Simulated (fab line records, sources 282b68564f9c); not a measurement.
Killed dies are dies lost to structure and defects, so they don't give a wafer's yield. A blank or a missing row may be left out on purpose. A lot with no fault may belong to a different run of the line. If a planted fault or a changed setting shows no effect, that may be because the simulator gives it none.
fab line records	flow ritCmos
[record] lots = 13	wafers = 39	lastDay = 7
route steps=202 shown PWELL@49 GATE@84 SILICIDE@167 M1@194
lots untouched by any fault: they come from a run of this same line in which no faults occurred
startH: hours from the record's first day to the start of the lot's first wafer shown	waitH: time in hours since the lot's previous step	" identical to the entry in the row above	L1.1+2: several wafers, shown together as one row	- no value present, or no start provided	* or withheld: withheld	< > ~ a bound
route shown NAME@n: NAME is a module with steps in the file, n the number in the route of the first one	usual: mean/standard deviation taken from wafers without a fault	same: alike in all rows	chamber/n: place in a boat	sites: the reading at each site	_std_site: how widely they spread, as a standard deviation	_edge_site: mean of outer sites minus mean of inner sites	radiusMm: how far each site lies from the wafer's centre	mask NAME#n: copy n	behind: the most recent tool/chamber to have shaped the wafer	hold: why the lot went on hold/how many hours it stayed there/how the hold came to an end	device: the transistor (n, p or np) that didn't switch	end of line: at the end of the route, the tests of the same wafers	a step with no rows: only its recipe	killed: dies lost to structure and defects at the first sort, not the wafer's yield	map: a wafer's dies, marking killed ones x, the rest . and places with no die _
set.NAME: the setting the step ran with; set.NAME@STEP: the setting that earlier step ran with	model.NAME: the simulator's own value behind a step, which no gauge read
steps of the route over a sample of lots; a table a step, a row a wafer
services: when a tool's chamber went out of use (startH, in hours from the record's first day, below 0 if earlier), for how many hours, and the reason
[[steps]]
[step RIT_PWELL_TW_MEAS_10]
[usual] PWELL_TW = 947/5
lot.wafer	tool	chamber	startH	waitH	PWELL_TW
L401.1	filmMetro-03	-	24.20	0.1	947
L401.2	"	-	"	"	941
L401.5	"	-	"	"	946
L402.2	filmMetro-04	-	28.85	0.1	949
L402.3	"	-	"	"	950
L402.5	"	-	"	"	955
L403.1	filmMetro-03	-	33.68	0.1	945
L403.3	"	-	"	"	945
L403.5	"	-	"	"	945
L404.2	filmMetro-04	-	38.28	0.1	953
L404.3	"	-	"	"	953
L404.5	"	-	"	"	956
L408.1	filmMetro-02	-	57.82	0.1	942
L408.4	"	-	"	"	945
L408.6	"	-	"	"	953
L410.1	filmMetro-03	-	69.48	0.1	942
L410.4	"	-	"	"	940
L410.5	"	-	"	"	944
L411.1	filmMetro-02	-	72.81	0.1	944
L411.3	"	-	"	"	948
L411.5	"	-	"	"	943
L415.2	filmMetro-04	-	92.58	0.1	955
L415.3	"	-	"	"	951
L415.5	"	-	"	"	953
L416.3	filmMetro-02	-	98.54	0.1	944
L416.4	"	-	"	"	948
L416.6	"	-	"	"	947
L417.2	filmMetro-03	-	103.41	0.1	948
L417.4	"	-	"	"	945
L417.6	"	-	"	"	945
L419.2	filmMetro-02	-	112.62	0.1	941
L419.3	"	-	"	"	939
L419.4	"	-	"	"	939
L423.1	filmMetro-03	-	132.51	0.1	940
L423.3	"	-	"	"	944
L423.5	"	-	"	"	942
L424.1	filmMetro-02	-	137.50	0.1	942
L424.2	"	-	"	"	946
L424.4	"	-	"	"	951
[step RIT_GATE_CVD_08]
[recipe] material = poly-Si	targetThkNm = 250	tempC = 610	precursor = SiH4	timeS = 2220	pressureMtorr = 300	sih4FlowSccm = 100
[usual] pressureMtorr = 300.1/0.6	sih4FlowSccm = 100.0/0.3	zonePowerCentrePct = 26.9/1.7
lot.wafer	tool	chamber	startH	waitH	pressureMtorr	sih4FlowSccm	zonePowerCentrePct
L401.1	lpcvd-01	1	35.13	0.1	300.8	99.8	28.1
L401.2	"	1	"	"	299.6	99.9	27.6
L401.5	"	1	"	"	300.3	100.5	27.5
L402.2	lpcvd-01	1	40.08	0.0	300.6	99.9	27.8
L402.3	"	1	"	"	301.1	100.0	27.6
L402.5	"	1	"	"	300.7	99.9	27.6
L403.1	lpcvd-02	1	44.20	0.1	300.7	100.3	28.1
L403.3	"	1	"	"	300.5	100.2	28.1
L403.5	"	1	"	"	300.3	100.3	28.1
L404.2	lpcvd-01	1	48.66	0.0	300.0	100.2	28.0
L404.3	"	1	"	"	300.2	100.4	28.0
L404.5	"	1	"	"	300.3	100.4	28.2
L408.1	lpcvd-01	0	68.35	0.1	299.1	100.3	25.6
L408.4	"	0	"	"	300.0	100.2	25.6
L408.6	"	0	"	"	299.3	99.7	25.7
L410.1	lpcvd-02	1	80.05	0.1	299.7	99.9	27.8
L410.4	"	1	"	"	298.9	99.6	28.1
L410.5	"	1	"	"	299.4	100.1	27.7
L411.1	lpcvd-02	1	83.36	0.1	300.4	100.0	27.1
L411.3	"	1	"	"	300.7	100.7	27.4
L411.5	"	1	"	"	300.6	100.3	27.4
L415.2	lpcvd-02	0	103.39	0.0	300.6	99.9	23.7
L415.3	"	0	"	"	301.0	99.8	23.8
L415.5	"	0	"	"	300.8	99.8	23.1
L416.3	lpcvd-02	0	110.03	0.0	300.2	100.5	23.2
L416.4	"	0	"	"	300.5	100.7	23.5
L416.6	"	0	"	"	301.3	100.3	23.2
L417.2	lpcvd-01	1	113.84	0.0	300.3	99.8	28.1
L417.4	"	1	"	"	300.6	99.8	27.8
L417.6	"	1	"	"	299.6	99.5	27.5
L419.2	lpcvd-01	1	123.44	0.0	299.0	99.6	28.1
L419.3	"	1	"	"	300.4	99.7	27.9
L419.4	"	1	"	"	300.0	99.7	27.4
L423.1	lpcvd-01	0	143.77	0.1	300.4	100.4	26.0
L423.3	"	0	"	"	300.1	100.0	26.1
L423.5	"	0	"	"	300.8	99.6	25.7
L424.1	lpcvd-01	1	148.53	0.3	300.7	99.7	27.9
L424.2	"	1	"	"	300.7	100.0	28.4
L424.4	"	1	"	"	300.9	100.0	27.4
[step RIT_GATE_THK_MEAS_09]
[recipe] reads = poly-Si_of_GATE_CVD_08
[usual] GATE_POLY_THK = 250.9/2.1
lot.wafer	tool	chamber	startH	waitH	GATE_POLY_THK[nm]
L401.1	filmMetro-01	-	36.74	0.0	252.1
L401.2	"	-	"	"	251.7
L401.5	"	-	"	"	251.4
L402.2	filmMetro-02	-	41.71	0.0	252.1
L402.3	"	-	"	"	249.6
L402.5	"	-	"	"	250.1
L403.1	filmMetro-01	-	45.82	0.0	250.1
L403.3	"	-	"	"	248.3
L403.5	"	-	"	"	249.5
L404.2	filmMetro-03	-	50.28	0.0	248.9
L404.3	"	-	"	"	247.6
L404.5	"	-	"	"	247.4
L408.1	filmMetro-01	-	69.96	0.0	252.0
L408.4	"	-	"	"	252.3
L408.6	"	-	"	"	253.2
L410.1	filmMetro-03	-	81.67	0.0	282.9
L410.4	"	-	"	"	282.4
L410.5	"	-	"	"	284.5
L411.1	filmMetro-02	-	84.98	0.0	282.4
L411.3	"	-	"	"	284.1
L411.5	"	-	"	"	285.1
L415.2	filmMetro-02	-	105.02	0.0	249.5
L415.3	"	-	"	"	248.9
L415.5	"	-	"	"	249.6
L416.3	filmMetro-03	-	111.67	0.0	249.7
L416.4	"	-	"	"	248.6
L416.6	"	-	"	"	250.1
L417.2	filmMetro-02	-	115.46	0.0	251.8
L417.4	"	-	"	"	251.0
L417.6	"	-	"	"	251.4
L419.2	filmMetro-02	-	125.06	0.0	254.3
L419.3	"	-	"	"	253.1
L419.4	"	-	"	"	253.2
L423.1	filmMetro-02	-	145.38	0.0	254.4
L423.3	"	-	"	"	253.7
L423.5	"	-	"	"	250.2
L424.1	filmMetro-02	-	150.15	0.0	248.9
L424.2	"	-	"	"	251.5
L424.4	"	-	"	"	251.7
[step RIT_GATE_ETCH_19]
[recipe] chemistry = SF6/CHF3/O2	timeS = 165	SF6_flow_sccm = 30	CHF3_flow_sccm = 30	O2_flow_sccm = 5	target = poly-Si	pressureMtorr = 40	rfW = 160	targetDepthA = 3125	overEtchFrac = 0.25	stopOn = SiO2
[usual] O2_flow_sccm = 5.000/0.014	drypumpMotorCurrentA = 5.6/0.55	oesProductAu = 0.852/0.0098	throttleValvePct = 10.22/0.16
[same] timeS = 165
lot.wafer	tool	chamber	startH	waitH	O2_flow_sccm	drypumpMotorCurrentA	oesProductAu	rfHoursCounterH	throttleValvePct
L401.1	rieSi-01	0	38.08	0.1	4.972	6.0	0.867	53	10.31
L401.2	"	1	"	"	5.023	5.8	0.849	110	10.59
L401.5	"	3	"	"	5.013	6.3	0.853	-	10.02
L402.2	rieSi-02	1	42.94	0.1	4.993	4.8	0.860	74	10.25
L402.3	"	3	"	"	4.991	5.1	0.846	152	10.12
L402.5	"	3	"	"	4.998	5.1	0.851	-	10.12
L403.1	rieSi-01	0	47.23	0.1	4.980	6.0	0.864	53	10.33
L403.3	"	2	"	"	5.007	5.5	0.840	158	10.09
L403.5	"	0	"	"	4.980	6.0	0.856	-	10.31
L404.2	rieSi-02	3	51.49	0.1	5.025	5.1	0.847	152	10.12
L404.3	"	2	"	"	4.996	4.9	0.847	90	10.19
L404.5	"	0	"	"	4.982	5.9	0.852	-	10.14
L408.1	rieSi-02	0	71.18	0.1	4.999	6.0	0.856	108	10.14
L408.4	"	3	"	"	4.994	5.1	0.851	152	10.12
L408.6	"	1	"	"	5.000	4.9	0.863	-	10.27
L410.1	rieSi-02	0	83.05	0.1	4.993	5.9	0.944	108	10.15
L410.4	"	2	"	"	5.000	4.8	0.933	90	10.17
L410.5	"	0	"	"	4.983	5.9	0.944	-	10.13
L411.1	rieSi-01	0	87.98	0.1	5.018	6.0	0.936	53	10.33
L411.3	"	1	"	"	4.984	5.8	0.925	111	10.60
L411.5	"	3	"	"	4.987	6.4	0.931	-	10.03
L415.2	rieSi-01	3	106.69	0.1	5.005	6.4	0.846	6	10.04
L415.3	"	2	"	"	5.020	5.5	0.837	0	10.09
L415.5	"	1	"	"	5.014	5.8	0.846	-	10.58
L416.3	rieSi-02	0	112.99	0.1	4.985	5.9	0.865	108	10.16
L416.4	"	0	"	"	4.974	6.0	0.857	-	10.13
L416.6	"	2	"	"	5.005	4.9	0.860	-	10.18
L417.2	rieSi-01	0	116.67	0.1	5.004	6.0	0.870	53	10.34
L417.4	"	3	"	"	4.993	6.3	0.849	-	10.04
L417.6	"	2	"	"	5.002	5.5	0.834	-	10.11
L419.2	rieSi-01	0	126.40	0.1	5.020	6.0	0.866	54	10.33
L419.3	"	1	"	"	5.005	5.8	0.854	111	10.59
L419.4	"	2	"	"	4.985	5.5	0.843	0	10.07
L423.1	rieSi-01	3	146.60	0.1	5.010	6.4	0.862	6	10.04
L423.3	"	1	"	"	5.028	5.8	0.850	111	10.58
L423.5	"	3	"	"	4.997	6.4	0.853	-	10.03
L424.1	rieSi-02	2	151.49	0.1	5.021	4.9	0.847	90	10.17
L424.2	"	1	"	"	5.002	4.8	0.850	75	10.27
L424.4	"	3	"	"	5.003	5.1	0.841	0	10.13
[step RIT_SILICIDE_RTA_06]
[recipe] tempC = 750	timeS = 10	idleTempC = 25	rampUpS = 5	rampDownS = 10	coolToC = 25	ambient = N2
[usual] wafer_temp_C_max = 752.9/0.52
[same] timeS = 10
lot.wafer	tool	chamber	startH	waitH	wafer_temp_C_max
L401.1	rtpAnneal-02	0	56.33	0.0	752.0
L401.2	"	0	"	"	753.1
L401.5	"	0	"	"	754.2
L402.2	rtpAnneal-02	0	56.69	0.0	752.9
L402.3	"	0	"	"	752.4
L402.5	"	0	"	"	752.2
L403.1	rtpAnneal-01	0	60.63	0.0	752.5
L403.3	"	0	"	"	752.8
L403.5	"	0	"	"	752.8
L404.2	rtpAnneal-02	0	64.91	0.0	752.3
L404.3	"	0	"	"	752.2
L404.5	"	0	"	"	753.8
L408.1	rtpAnneal-02	0	84.57	0.0	753.0
L408.4	"	0	"	"	753.7
L408.6	"	0	"	"	752.1
L410.1	rtpAnneal-02	0	96.25	0.0	753.3
L410.4	"	0	"	"	752.7
L410.5	"	0	"	"	754.0
L411.1	rtpAnneal-01	0	101.81	0.0	753.7
L411.3	"	0	"	"	753.4
L411.5	"	0	"	"	752.5
L415.2	rtpAnneal-01	0	120.90	0.0	752.8
L415.3	"	0	"	"	752.2
L415.5	"	0	"	"	751.9
L416.3	rtpAnneal-02	0	126.57	0.0	752.4
L416.4	"	0	"	"	753.3
L416.6	"	0	"	"	753.5
L417.2	rtpAnneal-01	0	130.30	0.0	752.0
L417.4	"	0	"	"	752.6
L417.6	"	0	"	"	753.6
L419.2	rtpAnneal-01	0	139.98	0.0	752.5
L419.3	"	0	"	"	752.3
L419.4	"	0	"	"	753.1
L423.1	rtpAnneal-01	0	160.42	0.0	752.6
L423.3	"	0	"	"	752.6
L423.5	"	0	"	"	753.5
L424.1	rtpAnneal-02	0	165.59	0.0	751.7
L424.2	"	0	"	"	752.3
L424.4	"	0	"	"	752.6
[step RIT_M1_OVL_MEAS_10]
[usual] M1_OVL = -1.7/1.3
lot.wafer	tool	chamber	startH	waitH	M1_OVL[nm]
L401.1	overlay-02	-	60.49	0.1	-0.7
L401.2	"	-	"	"	-2.8
L401.5	"	-	"	"	-1.4
L402.2	overlay-01	-	60.81	0.1	-1.6
L402.3	"	-	"	"	-2.4
L402.5	"	-	"	"	-4.0
L403.1	overlay-02	-	64.43	0.1	1.5
L403.3	"	-	"	"	0.7
L403.5	"	-	"	"	-1.0
L404.2	overlay-01	-	68.72	0.1	-0.4
L404.3	"	-	"	"	1.0
L404.5	"	-	"	"	0.7
L408.1	overlay-02	-	88.60	0.1	-3.4
L408.4	"	-	"	"	-0.1
L408.6	"	-	"	"	-1.4
L410.1	overlay-01	-	100.14	0.1	-3.0
L410.4	"	-	"	"	-1.2
L410.5	"	-	"	"	-2.8
L411.1	overlay-01	-	106.06	0.1	-1.4
L411.3	"	-	"	"	-1.4
L411.5	"	-	"	"	-1.5
L415.2	overlay-02	-	124.92	0.1	-2.4
L415.3	"	-	"	"	-1.9
L415.5	"	-	"	"	-2.5
L416.3	overlay-02	-	130.35	0.1	-4.7
L416.4	"	-	"	"	-3.7
L416.6	"	-	"	"	-2.9
L417.2	overlay-01	-	134.21	0.1	-2.8
L417.4	"	-	"	"	-1.5
L417.6	"	-	"	"	-2.9
L419.2	overlay-01	-	144.06	0.1	-2.2
L419.3	"	-	"	"	-1.3
L419.4	"	-	"	"	-2.3
L423.1	overlay-01	-	164.32	0.1	-0.6
L423.3	"	-	"	"	-0.4
L423.5	"	-	"	"	-1.8
L424.1	overlay-01	-	169.53	0.1	0.4
L424.2	"	-	"	"	-1.1
L424.4	"	-	"	"	-1.1
[step RIT_M1_PROBE_99]
[usual] killedAtContacts = 0.1/0.31	killedAtFrontEnd = 7/3.1	killedDies = 7/3.1	killedOpen = 3.3/1.9	killedShort = 3.3/2
[same] grossDies = 264	killed_at_M0_to_M3 = 0	killed_at_M4_up = 0	killedAtBackSide = 0	killedAtOther = 0
lot.wafer	tool	chamber	startH	waitH	killedAtContacts	killedAtFrontEnd	killedDies	killedOpen	killedShort
L408.1	prober-01	-	91.17	0.1	0	3	3	3	0
L408.4	prober-01	-	91.32	0.2	0	3	3	0	3
L408.6	prober-01	-	91.42	0.2	0	7	7	4	3
L411.3	prober-01	-	108.70	0.2	0	5	5	4	0
L415.2	prober-01	-	127.65	0.1	0	8	8	3	5
L415.3	prober-01	-	127.70	0.2	0	8	8	4	4
L415.5	prober-01	-	127.80	0.2	0	7	7	1	6
L416.3	prober-01	-	133.15	0.2	0	3	3	1	2
L416.4	prober-01	-	133.20	0.2	0	6	6	4	2
L416.6	prober-01	-	133.30	0.2	0	4	4	3	1
L417.2	prober-01	-	137.53	0.1	0	4	4	4	0
L417.4	prober-01	-	137.63	0.2	0	8	8	3	5
L417.6	prober-01	-	137.73	0.2	0	7	7	2	5
// killed by level:class
L408.1 GATE:geometricParticle:open=3
L408.4 REOX:geometricParticle:short=2 FOX2:geometricParticle:short=1
L408.6 SPACER:geometricParticle:open=3 SPACER:geometricParticle:short=3 GATE:geometricParticle:open=1
L411.3 GATE:geometricParticle:open=2 REOX:geometricParticle:open=2 GATE:areaEtch=1
L415.2 SPACER:geometricParticle:open=2 FOX1:geometricParticle:short=1 GATE:geometricParticle:short=1 REOX:geometricParticle:short=1 REOX:geometricParticle:open=1 SPACER:geometricParticle:short=1 SILICIDE:geometricParticle:short=1
L415.3 GATE:geometricParticle:open=2 SPACER:geometricParticle:short=2 SILICIDE:geometricParticle:open=2 GATE:geometricParticle:short=1 SILICIDE:geometricParticle:short=1
L415.5 GATE:geometricParticle:short=3 FOX1:geometricParticle:short=1 FOX2:geometricParticle:open=1 REOX:geometricParticle:short=1 SPACER:geometricParticle:short=1
L416.3 FOX1:geometricParticle:short=1 REOX:geometricParticle:short=1 SPACER:geometricParticle:open=1
L416.4 GATE:geometricParticle:open=2 FOX1:geometricParticle:open=1 GATE:geometricParticle:short=1 REOX:geometricParticle:short=1 SPACER:geometricParticle:open=1
L416.6 SPACER:geometricParticle:open=3 SPACER:geometricParticle:short=1
L417.2 GATE:geometricParticle:open=2 FOX2:geometricParticle:open=1 SPACER:geometricParticle:open=1
L417.4 GATE:geometricParticle:short=4 GATE:geometricParticle:open=2 FOX1:geometricParticle:open=1 SILICIDE:geometricParticle:short=1
L417.6 FOX1:geometricParticle:short=2 GATE:geometricParticle:short=2 GATE:geometricParticle:open=1 REOX:geometricParticle:short=1 SILICIDE:geometricParticle:open=1
[[services]]
tool	chamber	startH	hours	kind
rieSi-02	-	35.02	5.7	repair
rieSi-01	0	69.67	1.0	repair
rieSi-01	2	72.97	-	clean
rieSi-01	2	72.97	15.1	scheduledDown
rieSi-01	2	72.97	15.1	ventCycle
rieSi-02	-	97.23	3.2	repair
rieSi-02	3	100.44	-	clean
rieSi-02	3	100.44	14.8	scheduledDown
rieSi-02	3	100.44	14.8	ventCycle
rieSi-01	1	115.55	1.1	repair
rieSi-02	2	136.99	3.4	repair
[[key]]
[firstSign] step = RIT_GATE_THK_MEAS_09	reading = GATE_POLY_THK	direction = up	sigmas = 16	usual = 250.9	struck = 283.6
[effect] step = RIT_GATE_ETCH_19	reading = oesProductAu	direction = up	sigmas = 8.5	usual = 0.852	struck = 0.936
metAt RIT_GATE_CVD_08
struckLots L410,L411
struckWafers L410.1,L410.4,L410.5,L411.1,L411.3,L411.5
testerLeftOut L410,L411
notActingAt RIT_PWELL_TW_MEAS_10,RIT_SILICIDE_RTA_06,RIT_M1_OVL_MEAS_10
onsetBetween 44.20 80.05
[fault] kind = processParameterDrift	tool = lpcvd-02	chamber = 1	onsetH = 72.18	steps = RIT_GATE_CVD_08	channel = targetThkNm	offset = 32.932	shape = step	endH = 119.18	actsIn = theseRecipesOnly	stated = 250
// testerLeftOut: of these lots the tester's yield and bins aren't shown, on N5 and GAA mostly nor the transistor test; their killed dies are dies lost to structure and defects alone, not to doping, threshold or leakage, so they don't give the yield
